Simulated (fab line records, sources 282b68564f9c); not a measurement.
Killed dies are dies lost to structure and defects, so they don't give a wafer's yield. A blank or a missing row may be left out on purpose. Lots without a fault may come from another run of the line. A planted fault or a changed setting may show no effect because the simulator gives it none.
Which tool did it? | flow rit_cmos | 14 lots, 42 wafers sampled, at 2 steps of a route of 202

WHAT THE GAUGES READ, wafer by wafer
The record holds no reading of a measuring or inspecting step that can be judged against a usual standard deviation.

WHICH TOOL RAN EACH LOT (tool, then ch and the chambers of the sampled wafers, then the start)
lot  | RIT_NWELL_COAT_01                | RIT_M1_PROBE_99
L135 | litho_track-04 ch 0, day 1 19:51 | -
L137 | litho_track-01 ch 0, day 2 05:27 | -
L138 | litho_track-01 ch 0, day 2 10:40 | prober-01, day 4 00:52
L139 | litho_track-03 ch 0, day 2 16:40 | prober-02, day 4 06:18
L142 | litho_track-03 ch 0, day 3 07:58 | -
L143 | litho_track-03 ch 0, day 3 11:40 | prober-01, day 5 02:54
L144 | litho_track-04 ch 0, day 3 18:55 | -
L145 | litho_track-03 ch 0, day 4 00:01 | prober-01, day 5 13:12
L146 | litho_track-01 ch 0, day 4 04:37 | -
L147 | litho_track-01 ch 0, day 4 12:36 | -
L148 | litho_track-01 ch 0, day 4 15:14 | -
L151 | litho_track-01 ch 0, day 5 04:28 | -
L155 | litho_track-04 ch 0, day 6 00:09 | -
L158 | litho_track-04 ch 0, day 6 14:34 | -
- RIT_NWELL_COAT_01: resist thk 1300 nm.
- RIT_M1_PROBE_99

WHAT THE TOOLS THEMSELVES READ (means of the sampled wafers that have a number; where no wafer has one, the mark that the record gives instead)
RIT_NWELL_COAT_01.
lot  | tool           | spin_speed_rpm (rpm)
L135 | litho_track-04 | 2000.6
L137 | litho_track-01 | 1998.9
L138 | litho_track-01 | 1999.7
L139 | litho_track-03 | 2001.9
L142 | litho_track-03 | 1999.5
L143 | litho_track-03 | 1999.6
L144 | litho_track-04 | 1999.3
L145 | litho_track-03 | 2000.6
L146 | litho_track-01 | 2000.0
L147 | litho_track-01 | 1999.1
L148 | litho_track-01 | 1889.0
L151 | litho_track-01 | 1887.1
L155 | litho_track-04 | 1999.7
L158 | litho_track-04 | 1998.9

RIT_M1_PROBE_99.
lot  | tool      | killed_at_M0_to_M3 | killed_at_contacts | killed_at_front_end | killed_dies | killed_on_rim | killed_open | killed_short
L138 | prober-01 | 0.3                | 0.3                | 7.0                 | 7.7         | 1.7           | 2.3         | 5.3
L139 | prober-02 | 0.0                | 0.0                | 5.0                 | 5.0         | 0.7           | 2.0         | 3.0
L143 | prober-01 | 0.0                | 0.0                | 8.0                 | 8.0         | 2.0           | 3.7         | 4.3
L145 | prober-01 | 0.0                | 0.3                | 6.7                 | 7.0         | 1.7           | 4.7         | 2.3

THE ANSWER, worked out from the rows above alone
Rule: what is usual is taken from the lots themselves. Put in order of their means at a reading, lots are off if they are a third of the lots or fewer, leave a main group of 4 or more, and stand apart from it by a gap of 3 or more times the standard deviation of the main group's means; of several such gaps the widest counts. A main group whose means are all the same, to the digits that the tables above print for the reading, isn't used. A lot without any number at a reading at which 4 lots or more have one is off too. The other lots that the step has rows for count as sound. The gauges are gone through in route order, then the tools' own readings, and for those a lot's mean is taken as printed above. The first step at which some lot is off is used, and at that step the reading that is off furthest; a lot without a number counts as furthest.
Off: L148, L151, at RIT_NWELL_COAT_01 (spin_speed_rpm). The main group: mean 1999.8 rpm, standard deviation 0.83.
A tool fits if, at that step or a process step before it, it ran every lot that is off, and no sound lot after the first of them. One fits: litho_track-01 at RIT_NWELL_COAT_01. Its last sound lot is L147 (day 4 12:36), its first lot that is off L148 (day 4 15:14): a fault that began between those two fits.
The tool's own readings at RIT_NWELL_COAT_01 bear it out: on the lots that are off they differ by more than 5 times the standard deviation of the sound lots' means. spin_speed_rpm reads 1888.0 rpm there against 1999.8 rpm on the sound lots.

WHAT THE SIMULATOR HAD PUT IN
Process parameter drift: litho_track-01, from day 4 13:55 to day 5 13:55, at RIT_NWELL_COAT_01. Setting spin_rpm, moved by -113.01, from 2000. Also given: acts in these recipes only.
Lots struck among those shown: L148, L151. The rule above found the same.
